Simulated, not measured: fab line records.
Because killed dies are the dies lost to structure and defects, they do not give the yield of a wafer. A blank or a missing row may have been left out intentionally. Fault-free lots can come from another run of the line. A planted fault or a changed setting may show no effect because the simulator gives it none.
fab line records + flow berkeleyCmos170
record:
- lots: 14
- wafers: 42
- lastDay: 16
route steps=331 shown PVT@120 SPACER@174 CONTACT@224 M2@288
lots that met no fault: from a run of the same line without faults
startH: hours from the record's opening day to when the first of the lot's shown wafers began + waitH: time in hours since the lot's previous step + " repeats the value in the row above + L1.1+2: several wafers, shown together as one row + - either no value or no given start + * or withheld: withheld + < > ~ a bound
route shown NAME@n: a module of which the file shows steps, and the number in the route of the first + usual: mean and standard deviation over wafers with no fault + same: alike in all rows + chamber/n: place in a boat + sites: each site's reading + _std_site: standard deviation across them + _edge_site: mean of outer sites minus mean of inner sites + radiusMm: how far each site lies from the wafer's centre + mask NAME#n: copy n + behind: the tool/chamber that last shaped the wafer + hold: what put the lot on hold/how long, in hours/how the hold closed + device: whichever transistor did not switch (one of n, p or np) + end of line: tests run on the same wafers once the route is complete + a step with no rows: only its recipe + killed: at the first sort, the dies lost to defects and structure; wafer yield is something else + map: the dies of a wafer, with x for killed, . for not killed, _ for no die there
set.NAME: the run value of the setting; set.NAME@STEP: its run value at that earlier step + model.NAME: the simulator's own value behind a step, which no gauge read
a sample of lots followed through the steps of the route, with each step as a table and each wafer as a row
services: from which hour (startH, from the record's first day; less than 0 if before it) a tool's chamber was out of use, for how many hours, and why
== steps ==
step: UCB170_PVT_DEVELOP_05
recipe:
- developer: TMAH
- developTimeS: 45
- resist: KrF
- devTempC: 21
usual:
- chillPlateTempC: 23.02/0.11
- developTimeS: 45/0
- developerTempC: 20.97/0.11
| lot.wafer | tool          | chamber | startH | waitH | chillPlateTempC | developTimeS | developerTempC |
|-----------|---------------|---------|--------|-------|-----------------|--------------|----------------|
| L133.2    | lithoTrack-03 | 0       | 161    | -     | 22.82           | 45           | 21.08          |
| L133.3    | "             | 0       | "      | "     | 22.84           | 45           | 21.08          |
| L133.6    | "             | 0       | "      | "     | 22.84           | 45           | 21.18          |
| L136.2    | lithoTrack-04 | 0       | 172    | -     | 23.13           | 45           | 20.89          |
| L136.3    | "             | 0       | "      | "     | 23.01           | 45           | 20.87          |
| L136.4    | "             | 0       | "      | "     | 23.01           | 45           | 20.87          |
| L135.1    | lithoTrack-04 | 0       | 172    | -     | 23.20           | 45           | 20.98          |
| L135.2    | "             | 0       | "      | "     | 23.04           | 45           | 20.89          |
| L135.5    | "             | 0       | "      | "     | 23.03           | 45           | 20.86          |
| L137.3    | lithoTrack-02 | 0       | 178    | -     | 22.98           | 45           | 20.94          |
| L137.4    | "             | 0       | "      | "     | 22.96           | 45           | 21.10          |
| L137.6    | "             | 0       | "      | "     | 22.93           | 45           | 20.96          |
| L138.2    | lithoTrack-02 | 0       | 178    | -     | 22.79           | 45           | 21.08          |
| L138.5    | "             | 0       | "      | "     | 23.00           | 45           | 20.97          |
| L138.6    | "             | 0       | 179    | -     | 22.96           | 45           | 20.94          |
| L141.2    | lithoTrack-03 | 0       | 195    | -     | 23.05           | 45           | 21.01          |
| L141.3    | "             | 0       | "      | "     | 22.86           | 45           | 21.03          |
| L141.4    | "             | 0       | "      | "     | 23.02           | 45           | 20.80          |
| L139.1    | lithoTrack-03 | 0       | 196    | -     | 22.94           | 45           | 20.99          |
| L139.2    | "             | 0       | "      | "     | 23.08           | 45           | 21.00          |
| L139.6    | "             | 0       | "      | "     | 22.93           | 45           | 21.03          |
| L142.1    | lithoTrack-04 | 0       | 201    | -     | 22.93           | 45           | 21.05          |
| L142.2    | "             | 0       | "      | "     | 22.94           | 45           | 20.95          |
| L142.4    | "             | 0       | "      | "     | 23.06           | 45           | 21.09          |
| L143.2    | lithoTrack-02 | -       | 201    | -     | -               | -            | -              |
| L143.4    | "             | -       | "      | "     | -               | -            | -              |
| L143.6    | "             | -       | "      | "     | -               | -            | -              |
| L144.2    | lithoTrack-04 | -       | 206    | -     | -               | -            | -              |
| L144.3    | "             | -       | "      | "     | -               | -            | -              |
| L144.4    | "             | -       | "      | "     | -               | -            | -              |
| L148.1    | lithoTrack-02 | 0       | 228    | -     | 22.96           | 45           | 21.08          |
| L148.2    | "             | 0       | "      | "     | 23.00           | 45           | 21.07          |
| L148.6    | "             | 0       | "      | "     | 23.11           | 45           | 21.03          |
| L146.1    | lithoTrack-04 | 0       | 228    | -     | 23.07           | 45           | 21.02          |
| L146.3    | "             | 0       | "      | "     | 22.99           | 45           | 20.87          |
| L146.5    | "             | 0       | "      | "     | 23.05           | 45           | 20.97          |
| L147.1    | lithoTrack-03 | 0       | 228    | -     | 23.16           | 45           | 20.98          |
| L147.2    | "             | 0       | "      | "     | 22.96           | 45           | 21.07          |
| L147.5    | "             | 0       | "      | "     | 23.09           | 45           | 20.94          |
| L150.1    | lithoTrack-04 | 0       | 239    | -     | 23.20           | 45           | 20.99          |
| L150.3    | "             | 0       | "      | "     | 23.14           | 45           | 20.95          |
| L150.6    | "             | 0       | "      | "     | 22.99           | 45           | 21.00          |
step: UCB170_SPACER_ETCHBACK_03
recipe:
- stopOn: Si
- target: SiO2
- chemistry: CHF3/CF4/Ar
- CHF3_flow_sccm: 50
- cf4FlowSccm: 10
- Ar_flow_sccm: 120
- pressureMtorr: 200
- rfW: 500
- targetDepthA: 3760
- timeS: 100
usual:
- drypumpMotorCurrentA: 5.7/0.35
- oesProductAu: 0.905/0.017
- throttleValvePct: 6.43/0.086
| lot.wafer | tool       | chamber | startH | waitH | drypumpMotorCurrentA | oesProductAu | rfHoursCounterH | throttleValvePct |
|-----------|------------|---------|--------|-------|----------------------|--------------|-----------------|------------------|
| L133.2    | rieDiel-02 | 3       | 191.02 | 0.0   | 6.0                  | 0.915        | 121             | 6.29             |
| L133.3    | "          | 2       | "      | "     | 5.2                  | 0.911        | 5               | 6.36             |
| L133.6    | "          | 0       | "      | "     | 6.5                  | 0.911        | -               | 6.47             |
| L135.1    | rieDiel-01 | 0       | 198.82 | 0.0   | 5.9                  | 0.936        | 72              | 6.38             |
| L135.2    | "          | 2       | "      | "     | 5.5                  | 0.914        | 2               | 6.43             |
| L135.5    | "          | 2       | "      | "     | 5.5                  | 0.924        | -               | 6.43             |
| L136.2    | rieDiel-02 | 1       | 198.82 | 0.0   | 5.9                  | 0.873        | 3               | 6.44             |
| L136.3    | "          | 2       | "      | "     | 5.2                  | 0.882        | 6               | 6.35             |
| L136.4    | "          | 3       | "      | "     | 6.0                  | 0.921        | 121             | 6.28             |
| L137.3    | rieDiel-01 | 0       | 206.54 | 0.0   | 5.9                  | 0.943        | 72              | 6.37             |
| L137.4    | "          | 1       | "      | "     | 5.4                  | 0.925        | 6               | 6.51             |
| L137.6    | "          | 0       | "      | "     | 5.9                  | 0.944        | -               | 6.34             |
| L138.2    | rieDiel-03 | 2       | 206.54 | 0.0   | 5.6                  | 0.879        | 82              | 6.49             |
| L138.5    | "          | 2       | "      | "     | 5.6                  | 0.891        | -               | 6.49             |
| L138.6    | "          | 1       | "      | "     | 5.7                  | 0.905        | -               | 6.54             |
| L139.1    | rieDiel-02 | 1       | 217.91 | 0.0   | 5.9                  | 0.884        | 3               | 6.43             |
| L139.2    | "          | 3       | "      | "     | 6.0                  | 0.904        | 122             | 6.28             |
| L139.6    | "          | 0       | "      | "     | 6.5                  | 0.911        | -               | 6.47             |
| L141.2    | rieDiel-01 | 3       | 217.91 | 0.0   | 5.8                  | 0.913        | 19              | 6.46             |
| L141.3    | "          | 0       | "      | "     | 5.9                  | 0.931        | 73              | 6.37             |
| L141.4    | "          | 1       | "      | "     | 5.4                  | 0.902        | 7               | 6.50             |
| L142.1    | rieDiel-01 | 1       | 230.47 | 0.0   | 5.4                  | 0.898        | 7               | 6.52             |
| L142.2    | "          | 3       | "      | "     | 5.8                  | 0.896        | 19              | 6.46             |
| L142.4    | "          | 2       | "      | "     | 5.5                  | 0.904        | 4               | 6.44             |
| L143.2    | rieDiel-02 | 2       | 230.47 | 0.0   | 5.2                  | 0.912        | 7               | 6.35             |
| L143.4    | "          | 3       | "      | "     | 6.0                  | 0.937        | 122             | 6.27             |
| L143.6    | "          | 3       | "      | "     | 6.0                  | 0.931        | -               | 6.26             |
| L144.2    | rieDiel-03 | 0       | 230.47 | 0.0   | 5.8                  | 0.884        | 119             | 6.32             |
| L144.3    | "          | 3       | "      | "     | 5.3                  | 0.886        | 48              | 6.54             |
| L144.4    | "          | 2       | "      | "     | 5.6                  | 0.890        | 84              | 6.48             |
| L146.1    | rieDiel-01 | 2       | 251.69 | 0.0   | 5.5                  | 0.905        | 5               | 6.43             |
| L146.3    | "          | 0       | "      | "     | 5.9                  | 0.919        | 75              | 6.37             |
| L146.5    | "          | 0       | "      | "     | 5.9                  | 0.939        | -               | 6.38             |
| L147.1    | rieDiel-02 | 3       | 251.69 | 0.0   | 6.0                  | 0.916        | 123             | 6.28             |
| L147.2    | "          | 0       | "      | "     | 6.5                  | 0.903        | 44              | 6.48             |
| L147.5    | "          | 3       | "      | "     | 6.0                  | 0.927        | -               | 6.28             |
| L148.1    | rieDiel-03 | 0       | 251.69 | 0.0   | 5.8                  | 0.892        | 120             | 6.31             |
| L148.2    | "          | 3       | "      | "     | 5.3                  | 0.893        | 49              | 6.54             |
| L148.6    | "          | 1       | "      | "     | 5.7                  | 0.889        | -               | 6.54             |
| L150.1    | rieDiel-02 | 1       | 263.26 | 0.0   | 5.9                  | 0.884        | 5               | 6.42             |
| L150.3    | "          | 0       | "      | "     | 6.5                  | 0.901        | 44              | 6.47             |
| L150.6    | "          | 3       | "      | "     | 6.0                  | 0.937        | -               | 6.28             |
step: UCB170_CONTACT_RTA_08
recipe:
- tempC: 900
- timeS: 10
- ambient: N2
usual:
- lampPowerPct: 23.8/0.53
- wafer_temp_C_max: 903.2/1.2
| lot.wafer | tool         | chamber | startH | waitH | lampPowerPct | wafer_temp_C_max |
|-----------|--------------|---------|--------|-------|--------------|------------------|
| L133.2    | rtpAnneal-02 | 0       | 202.56 | 0.0   | 24.3         | 903.4            |
| L133.3    | "            | 0       | "      | "     | 24.3         | 903.4            |
| L133.6    | "            | 0       | "      | "     | 24.3         | 903.2            |
| L135.1    | rtpAnneal-02 | 0       | 209.39 | 0.0   | 24.3         | 903.8            |
| L135.2    | "            | 0       | "      | "     | 24.3         | 903.7            |
| L135.5    | "            | 0       | "      | "     | 24.3         | 902.7            |
| L136.2    | rtpAnneal-01 | 0       | 209.59 | 0.0   | 23.2         | 901.9            |
| L136.3    | "            | 0       | "      | "     | 23.2         | 901.8            |
| L136.4    | "            | 0       | "      | "     | 23.2         | 902.5            |
| L137.3    | rtpAnneal-02 | 0       | 215.71 | 0.0   | 24.3         | 903.9            |
| L137.4    | "            | 0       | "      | "     | 24.3         | 905.5            |
| L137.6    | "            | 0       | "      | "     | 24.3         | 904.2            |
| L138.2    | rtpAnneal-01 | 0       | 215.75 | 0.0   | 23.2         | 902.9            |
| L138.5    | "            | 0       | "      | "     | 23.2         | 902.1            |
| L138.6    | "            | 0       | "      | "     | 23.2         | 901.8            |
| L141.2    | rtpAnneal-02 | 0       | 230.56 | 0.0   | 24.3         | 902.9            |
| L141.3    | "            | 0       | "      | "     | 24.3         | 905.2            |
| L141.4    | "            | 0       | "      | "     | 24.3         | 904.9            |
| L139.1    | rtpAnneal-01 | 0       | 231.15 | 0.0   | 23.3         | 902.0            |
| L139.2    | "            | 0       | "      | "     | 23.2         | 902.1            |
| L139.6    | "            | 0       | "      | "     | 23.2         | 901.6            |
| L144.2    | rtpAnneal-01 | 0       | 239.59 | 0.0   | 23.2         | 902.4            |
| L144.3    | "            | 0       | "      | "     | 23.2         | 901.9            |
| L144.4    | "            | 0       | "      | "     | 23.3         | 902.3            |
| L143.2    | rtpAnneal-02 | 0       | 240.42 | 0.0   | 24.3         | 903.5            |
| L143.4    | "            | 0       | "      | "     | 24.3         | 904.1            |
| L143.6    | "            | 0       | "      | "     | 24.3         | 903.6            |
| L142.1    | rtpAnneal-02 | 0       | 241.61 | 0.0   | 24.3         | 905.1            |
| L142.2    | "            | 0       | "      | "     | 24.3         | 903.0            |
| L142.4    | "            | 0       | "      | "     | 24.3         | 904.5            |
| L146.1    | rtpAnneal-01 | 0       | 269.36 | 0.0   | 23.2         | 901.8            |
| L146.3    | "            | 0       | "      | "     | 23.2         | 902.7            |
| L146.5    | "            | 0       | "      | "     | 23.2         | 902.8            |
| L147.1    | rtpAnneal-02 | 0       | 269.36 | 0.0   | 24.3         | 902.3            |
| L147.2    | "            | 0       | "      | "     | 24.3         | 904.1            |
| L147.5    | "            | 0       | "      | "     | 24.3         | 903.7            |
| L148.1    | rtpAnneal-01 | 0       | 269.43 | 0.1   | 23.3         | 901.9            |
| L148.2    | "            | 0       | "      | "     | 23.2         | 902.9            |
| L148.6    | "            | 0       | "      | "     | 23.3         | 903.0            |
| L150.1    | rtpAnneal-02 | 0       | 275.02 | 0.0   | 24.3         | 904.3            |
| L150.3    | "            | 0       | "      | "     | 24.3         | 902.8            |
| L150.6    | "            | 0       | "      | "     | 24.3         | 904.9            |
step: UCB170_M2_ETCH_17
recipe:
- chemistry: N2/H2
- targetDepthA: withheld
- overetchA: withheld
- target: BARC
- timeS: withheld
- sourceW: 500
- biasW: 100
- pressureMtorr: 30
- n2FlowSccm: 100
- h2FlowSccm: 200
usual:
- drypumpMotorCurrentA: 5.7/0.32
- oesProductAu: 1.005/0.016
- throttleValvePct: 13.25/0.14
| lot.wafer | tool       | chamber | startH | waitH | drypumpMotorCurrentA | oesProductAu | throttleValvePct |
|-----------|------------|---------|--------|-------|----------------------|--------------|------------------|
| L133.2    | rieDiel-01 | 3       | 212.80 | 0.0   | 5.8                  | 1.012        | 13.22            |
| L133.3    | "          | 0       | "      | "     | 5.9                  | 1.031        | 13.14            |
| L133.6    | "          | 2       | "      | "     | 5.5                  | 1.016        | 13.26            |
| L135.1    | rieDiel-01 | 0       | 220.01 | 0.0   | 5.9                  | 1.041        | 13.15            |
| L135.2    | "          | 2       | "      | "     | 5.5                  | 1.014        | 13.25            |
| L135.5    | "          | 0       | "      | "     | 5.9                  | 1.036        | 13.14            |
| L136.2    | rieDiel-03 | 0       | 221.58 | 0.0   | 5.8                  | 1.005        | 13.10            |
| L136.3    | "          | 2       | "      | "     | 5.6                  | 1.004        | 13.33            |
| L136.4    | "          | 3       | "      | "     | 5.3                  | 0.990        | 13.39            |
| L137.3    | rieDiel-01 | 1       | 229.49 | 0.0   | 5.4                  | 0.993        | 13.39            |
| L137.4    | "          | 2       | "      | "     | 5.5                  | 1.025        | 13.27            |
| L137.6    | "          | 3       | "      | "     | 5.8                  | 1.007        | 13.23            |
| L138.2    | rieDiel-01 | 2       | 230.21 | 0.0   | 5.5                  | 1.024        | 13.26            |
| L138.5    | "          | 3       | "      | "     | 5.8                  | 1.003        | 13.22            |
| L138.6    | "          | 0       | "      | "     | 5.9                  | 1.045        | 13.14            |
| L141.2    | rieDiel-02 | 1       | 241.04 | 0.0   | 5.8                  | 0.986        | 13.23            |
| L141.3    | "          | 0       | "      | "     | 6.5                  | 0.993        | 13.33            |
| L141.4    | "          | 3       | "      | "     | 6.0                  | 1.024        | 13.04            |
| L139.1    | rieDiel-03 | 2       | 242.39 | 0.0   | 5.6                  | 0.997        | 13.31            |
| L139.2    | "          | 1       | "      | "     | 5.7                  | 1.007        | 13.52            |
| L139.6    | "          | 3       | "      | "     | 5.3                  | 0.994        | 13.38            |
| L144.2    | rieDiel-01 | 3       | 251.85 | 0.0   | 5.8                  | 1.003        | 13.22            |
| L144.3    | "          | 1       | "      | "     | 5.4                  | 0.990        | 13.38            |
| L144.4    | "          | 2       | "      | "     | 5.5                  | 1.013        | 13.26            |
| L143.2    | rieDiel-03 | 3       | 252.85 | 0.0   | 5.3                  | 0.997        | 13.36            |
| L143.4    | "          | 1       | "      | "     | 5.7                  | 1.011        | 13.50            |
| L143.6    | "          | 0       | "      | "     | 5.8                  | 1.005        | 13.09            |
| L142.1    | rieDiel-03 | 2       | 254.84 | 0.0   | 5.6                  | 0.998        | 13.31            |
| L142.2    | "          | 3       | "      | "     | 5.3                  | 0.994        | 13.38            |
| L142.4    | "          | 0       | "      | "     | 5.8                  | 1.006        | 13.10            |
| L147.1    | rieDiel-03 | 0       | 371.18 | 0.0   | 5.8                  | 0.991        | 13.07            |
| L147.2    | "          | 2       | "      | "     | 5.6                  | 0.987        | 13.32            |
| L147.5    | "          | 0       | "      | "     | 5.8                  | 0.998        | 13.08            |
| L146.1    | rieDiel-02 | 2       | 372.61 | 0.0   | 5.2                  | 1.004        | 13.06            |
| L146.3    | "          | 0       | "      | "     | 6.5                  | 1.003        | 13.33            |
| L146.5    | "          | 3       | "      | "     | 6.0                  | 1.020        | 13.06            |
| L150.1    | rieDiel-01 | 3       | 375.41 | 0.0   | 5.8                  | 1.005        | 13.22            |
| L150.3    | "          | 0       | "      | "     | 5.9                  | 1.043        | 13.15            |
| L150.6    | "          | 3       | "      | "     | 5.8                  | 1.004        | 13.24            |
| L148.1    | rieDiel-02 | 2       | 375.61 | 0.0   | 5.2                  | 1.014        | 13.05            |
| L148.2    | "          | 1       | "      | "     | 5.8                  | 0.988        | 13.23            |
| L148.6    | "          | 2       | "      | "     | 5.2                  | 1.007        | 13.06            |
== services ==
| tool       | chamber | startH | hours | kind          |
|------------|---------|--------|-------|---------------|
| rieDiel-01 | 2       | 140.03 | -     | clean         |
| rieDiel-01 | 2       | 140.03 | 18.9  | scheduledDown |
| rieDiel-01 | 2       | 140.03 | 18.9  | ventCycle     |
| rieDiel-01 | 1       | 150.52 | 4.1   | repair        |
| rieDiel-01 | -       | 158.96 | 0.2   | repair        |
| rieDiel-02 | 3       | 160.80 | 10.4  | repair        |
| rieDiel-02 | 1       | 166.13 | 30.1  | repair        |
| rieDiel-03 | 3       | 171.46 | 1.4   | repair        |
| rieDiel-02 | 1       | 204.24 | 8.8   | repair        |
| rieDiel-01 | -       | 223.24 | 0.7   | repair        |
| rieDiel-03 | 1       | 260.88 | -     | clean         |
| rieDiel-03 | 1       | 260.88 | 16.6  | scheduledDown |
| rieDiel-03 | 1       | 260.88 | 16.6  | ventCycle     |
| rieDiel-02 | 3       | 302.24 | -     | clean         |
| rieDiel-02 | 3       | 302.24 | 17.0  | scheduledDown |
| rieDiel-02 | 3       | 302.24 | 17.0  | ventCycle     |
| rieDiel-02 | 2       | 311.04 | 8.2   | repair        |
| rieDiel-03 | 2       | 318.98 | 11.3  | repair        |
| rieDiel-03 | 3       | 325.74 | 10.4  | repair        |
| rieDiel-03 | 0       | 336.09 | -     | clean         |
| rieDiel-03 | 0       | 336.09 | 20.3  | scheduledDown |
| rieDiel-02 | 0       | 339.36 | 2.2   | repair        |
| rieDiel-03 | -       | 358.16 | 2.8   | pm            |
| rieDiel-03 | 0       | 361.74 | 2.7   | repair        |
== key ==
firstSign:
- step: UCB170_PVT_DEVELOP_05
- reading: toolRecord
- direction: missing
effect none on later readings
metAt UCB170_PVT_DEVELOP_05
struckLots L143,L144
sortLeftOut L143.2,L143.4,L143.6,L144.2,L144.3,L144.4
testerLeftOut L143,L144
notActingAt UCB170_SPACER_ETCHBACK_03,UCB170_CONTACT_RTA_08,UCB170_M2_ETCH_17
fault:
- kind: skippedStepWhole
- tool: lithoTrack-02,lithoTrack-04
- chamber: -
- onsetH: 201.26
- steps: UCB170_PVT_DEVELOP_05
- scope: struckLotsOnly
testerLeftOut: of these lots the tester's yield and bins aren't shown, on N5 and GAA mostly nor the transistor test; their killed dies are dies lost to structure and defects alone, not to doping, threshold or leakage, so they don't give the yield
sortLeftOut: the simulated sort isn't trusted on such a fault, so these wafers' sort isn't shown, and their yield isn't known
